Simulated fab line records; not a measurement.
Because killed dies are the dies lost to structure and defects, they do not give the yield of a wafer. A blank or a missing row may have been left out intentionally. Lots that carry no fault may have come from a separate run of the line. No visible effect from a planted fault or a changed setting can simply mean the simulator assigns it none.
Which tool is to blame? / flow berkeley_cmos170 / Sampling: 14 lots, 42 wafers, 3 of 331 route steps

== WHAT THE GAUGES SHOWED, per wafer ==
UCB170_PSD_CD_MEAS_06: the cd target is 1200 nm. Usual: cd_nm 1199.7 nm, standard deviation 1.7.
lot=L973; measured=day 7 15:39; on=cd_sem-02; cd_nm (nm)=1200.2 1200.2 1198.9; flag=
lot=L975; measured=day 7 23:24; on=cd_sem-01; cd_nm (nm)=1203.4 1201.6 1204.1; flag=
lot=L974; measured=day 7 23:38; on=cd_sem-01; cd_nm (nm)=1200.3 1199.2 1199.9; flag=
lot=L978; measured=day 8 08:07; on=cd_sem-02; cd_nm (nm)=1203.5 1201.3 1202.1; flag=
lot=L977; measured=day 8 08:24; on=cd_sem-01; cd_nm (nm)=1198.0 1196.3 1197.0; flag=
lot=L976; measured=day 8 08:34; on=cd_sem-02; cd_nm (nm)=1200.3 1199.6 1199.7; flag=
lot=L980; measured=day 8 21:55; on=cd_sem-02; cd_nm (nm)=1198.2 1199.4 1198.0; flag=
lot=L981; measured=day 8 22:08; on=cd_sem-01; cd_nm (nm)=1199.0 1200.0 1199.4; flag=
lot=L984; measured=day 9 22:07; on=cd_sem-02; cd_nm (nm)=1199.1 1198.0 1198.3; flag=
lot=L983; measured=day 9 22:23; on=cd_sem-01; cd_nm (nm)=1201.1 1201.9 1202.4; flag=
lot=L987; measured=day 9 22:28; on=cd_sem-02; cd_nm (nm)=1199.9 1199.2 1200.1; flag=
lot=L986; measured=day 9 22:41; on=cd_sem-01; cd_nm (nm)=1199.2 1201.6 1201.1; flag=
lot=L985; measured=day 9 23:01; on=cd_sem-01; cd_nm (nm)=1195.9 1197.5 1196.2; flag=
lot=L990; measured=day 10 13:34; on=cd_sem-01; cd_nm (nm)=1199.9 1198.4 1198.9; flag=

UCB170_SILICIDE_THK_MEAS_03: measures by xrf. Usual: SILICIDE_TI_THK gives 31.6 nm (standard deviation 0.45).
lot=L973; measured=day 7 20:20; on=film_metro-04; SILICIDE_TI_THK (nm)=31.6 30.5 31.5; flag=
lot=L975; measured=day 8 04:19; on=film_metro-04; SILICIDE_TI_THK (nm)=31.7 32.1 31.8; flag=
lot=L974; measured=day 8 04:47; on=film_metro-04; SILICIDE_TI_THK (nm)=31.8 32.3 31.1; flag=
lot=L978; measured=day 8 13:11; on=film_metro-04; SILICIDE_TI_THK (nm)=31.7 31.1 31.5; flag=
lot=L977; measured=day 8 13:57; on=film_metro-02; SILICIDE_TI_THK (nm)=32.1 32.0 31.6; flag=
lot=L976; measured=day 8 13:50; on=film_metro-04; SILICIDE_TI_THK (nm)=31.1 31.4 31.0; flag=
lot=L980; measured=day 9 02:08; on=film_metro-02; SILICIDE_TI_THK (nm)=31.8 31.5 31.7; flag=
lot=L981; measured=day 9 02:46; on=film_metro-04; SILICIDE_TI_THK (nm)=31.5 32.0 31.9; flag=
lot=L984; measured=day 10 05:17; on=film_metro-04; SILICIDE_TI_THK (nm)=32.1 31.6 31.5; flag=
lot=L983; measured=day 10 05:23; on=film_metro-03; SILICIDE_TI_THK (nm)=31.5 30.8 31.0; flag=
lot=L987; measured=day 10 05:28; on=film_metro-04; SILICIDE_TI_THK (nm)=32.9 32.1 32.0; flag=
lot=L986; measured=day 10 05:46; on=film_metro-03; SILICIDE_TI_THK (nm)=31.8 31.9 31.6; flag=
lot=L985; measured=day 10 05:47; on=film_metro-04; SILICIDE_TI_THK (nm)=32.4 31.5 32.2; flag=
lot=L990; measured=day 10 21:02; on=film_metro-03; SILICIDE_TI_THK (nm)=32.2 31.7 32.1; flag=

== EACH LOT AND THE TOOL THAT RAN IT (in order: tool; ch and the chambers of the sampled wafers; start) ==
lot=L973; UCB170_PSD_STRIP_09=plasma_asher-02 ch 0,1, day 7 15:56
lot=L975; UCB170_PSD_STRIP_09=plasma_asher-03 ch 0,1, day 7 23:41
lot=L974; UCB170_PSD_STRIP_09=plasma_asher-04 ch 0,1, day 7 23:56
lot=L978; UCB170_PSD_STRIP_09=plasma_asher-03 ch 0,1, day 8 08:25
lot=L977; UCB170_PSD_STRIP_09=plasma_asher-02 ch 0,1, day 8 08:41
lot=L976; UCB170_PSD_STRIP_09=plasma_asher-03 ch 0,1, day 8 08:51
lot=L980; UCB170_PSD_STRIP_09=plasma_asher-04 ch 0,1, day 8 22:13
lot=L981; UCB170_PSD_STRIP_09=plasma_asher-04 ch 0,1, day 8 22:26
lot=L984; UCB170_PSD_STRIP_09=plasma_asher-03 ch 0,1, day 9 22:24
lot=L983; UCB170_PSD_STRIP_09=plasma_asher-04 ch 0,1, day 9 22:40
lot=L987; UCB170_PSD_STRIP_09=plasma_asher-02 ch 0,1, day 9 22:46
lot=L986; UCB170_PSD_STRIP_09=plasma_asher-03 ch 0,1, day 9 23:00
lot=L985; UCB170_PSD_STRIP_09=plasma_asher-04 ch 0,1, day 9 23:19
lot=L990; UCB170_PSD_STRIP_09=plasma_asher-02 ch 0,1, day 10 13:53
- UCB170_PSD_STRIP_09: strips in O2.

== WHAT THE TOOLS THEMSELVES READ (means of the sampled wafers that have a number; where no wafer has one, the mark that the record gives instead) ==
UCB170_PSD_STRIP_09. Usual: drypump_motor_current_A 5.6 A, standard deviation 0.47; oes_product_au 0.598 a.u., standard deviation 0.0042; strip_time_to_endpoint_s 29.60 s, standard deviation 0.083.
lot=L973; tool=plasma_asher-02; drypump_motor_current_A (A)=5.2; oes_product_au (a.u.)=0.604; strip_time_to_endpoint_s (s)=29.57; flag=
lot=L975; tool=plasma_asher-03; drypump_motor_current_A (A)=5.2; oes_product_au (a.u.)=0.599; strip_time_to_endpoint_s (s)=29.57; flag=
lot=L974; tool=plasma_asher-04; drypump_motor_current_A (A)=6.0; oes_product_au (a.u.)=0.600; strip_time_to_endpoint_s (s)=29.62; flag=
lot=L978; tool=plasma_asher-03; drypump_motor_current_A (A)=5.1; oes_product_au (a.u.)=0.598; strip_time_to_endpoint_s (s)=29.46; flag=
lot=L977; tool=plasma_asher-02; drypump_motor_current_A (A)=5.2; oes_product_au (a.u.)=0.599; strip_time_to_endpoint_s (s)=29.61; flag=
lot=L976; tool=plasma_asher-03; drypump_motor_current_A (A)=5.2; oes_product_au (a.u.)=0.596; strip_time_to_endpoint_s (s)=29.58; flag=
lot=L980; tool=plasma_asher-04; drypump_motor_current_A (A)=5.9; oes_product_au (a.u.)=0.598; strip_time_to_endpoint_s (s)=29.67; flag=
lot=L981; tool=plasma_asher-04; drypump_motor_current_A (A)=6.0; oes_product_au (a.u.)=0.598; strip_time_to_endpoint_s (s)=29.63; flag=
lot=L984; tool=plasma_asher-03; drypump_motor_current_A (A)=5.2; oes_product_au (a.u.)=0.598; strip_time_to_endpoint_s (s)=29.67; flag=
lot=L983; tool=plasma_asher-04; drypump_motor_current_A (A)=5.9; oes_product_au (a.u.)=0.596; strip_time_to_endpoint_s (s)=29.45; flag=
lot=L987; tool=plasma_asher-02; drypump_motor_current_A (A)=5.5; oes_product_au (a.u.)=0.599; strip_time_to_endpoint_s (s)=29.66; flag=
lot=L986; tool=plasma_asher-03; drypump_motor_current_A (A)=5.2; oes_product_au (a.u.)=0.597; strip_time_to_endpoint_s (s)=29.62; flag=
lot=L985; tool=plasma_asher-04; drypump_motor_current_A (A)=5.9; oes_product_au (a.u.)=0.602; strip_time_to_endpoint_s (s)=29.54; flag=
lot=L990; tool=plasma_asher-02; drypump_motor_current_A (A)=5.5; oes_product_au (a.u.)=0.597; strip_time_to_endpoint_s (s)=29.58; flag=

== THE ANSWER, worked out from the rows above alone ==
Rule: lot off if the mean of its wafers having a number is beyond 3 standard deviations from the usual mean. Also off: a lot with no number at a reading for which 4 or more lots have one. Any other lot the step has rows for is counted as sound. The gauges are gone through in route order, then the tools' own readings, and for those a lot's mean is taken as printed above. The first step at which some lot is off is used, and at that step the reading that is off furthest; a lot without a number counts as furthest.
None of the lots is off at any reading shown; this tells nothing.

== WHAT THE SIMULATOR PUT IN ==
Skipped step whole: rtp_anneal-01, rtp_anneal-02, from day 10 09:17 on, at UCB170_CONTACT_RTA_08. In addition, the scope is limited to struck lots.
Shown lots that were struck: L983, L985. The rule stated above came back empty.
